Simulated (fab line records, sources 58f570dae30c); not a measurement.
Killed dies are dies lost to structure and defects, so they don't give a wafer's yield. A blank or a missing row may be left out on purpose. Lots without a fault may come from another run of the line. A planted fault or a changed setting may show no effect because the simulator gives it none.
Which tool did it? | flow berkeley_cmos170 | 7 lots, 21 wafers sampled, at 1 step of a route of 331

WHAT THE GAUGES READ, wafer by wafer
UCB170_NLDD_TW_MEAS_11.
lot  | measured     | on            | NLDD_TW
L569 | day 6 18:38  | film_metro-01 | 2241 2245 2242
L570 | day 7 09:03  | film_metro-04 | 2254 2258 2238
L573 | day 7 20:20  | film_metro-04 | 2249 2245 2250
L579 | day 9 01:28  | film_metro-01 | 2249 2255 2241
L582 | day 9 18:39  | film_metro-04 | 2244 2248 2265
L584 | day 10 01:32 | film_metro-01 | 2231 2246 2242
L590 | day 11 14:46 | film_metro-04 | 2227 2221 2237

WHICH TOOL RAN EACH LOT (tool, then ch and the chambers of the sampled wafers, then the start)
The record holds no process step before these readings.

THE ANSWER, worked out from the rows above alone
Rule: what is usual is taken from the lots themselves. Put in order of their means at a reading, lots are off if they are a third of the lots or fewer, leave a main group of 4 or more, and stand apart from it by a gap of 3 or more times the standard deviation of the main group's means; of several such gaps the widest counts. A main group whose means are all the same, to the digits that the tables above print for the reading, isn't used. A lot without any number at a reading at which 4 lots or more have one is off too. The other lots that the step has rows for count as sound.
No lot is off at any reading shown: from this, nothing can be told.

WHAT THE SIMULATOR HAD PUT IN
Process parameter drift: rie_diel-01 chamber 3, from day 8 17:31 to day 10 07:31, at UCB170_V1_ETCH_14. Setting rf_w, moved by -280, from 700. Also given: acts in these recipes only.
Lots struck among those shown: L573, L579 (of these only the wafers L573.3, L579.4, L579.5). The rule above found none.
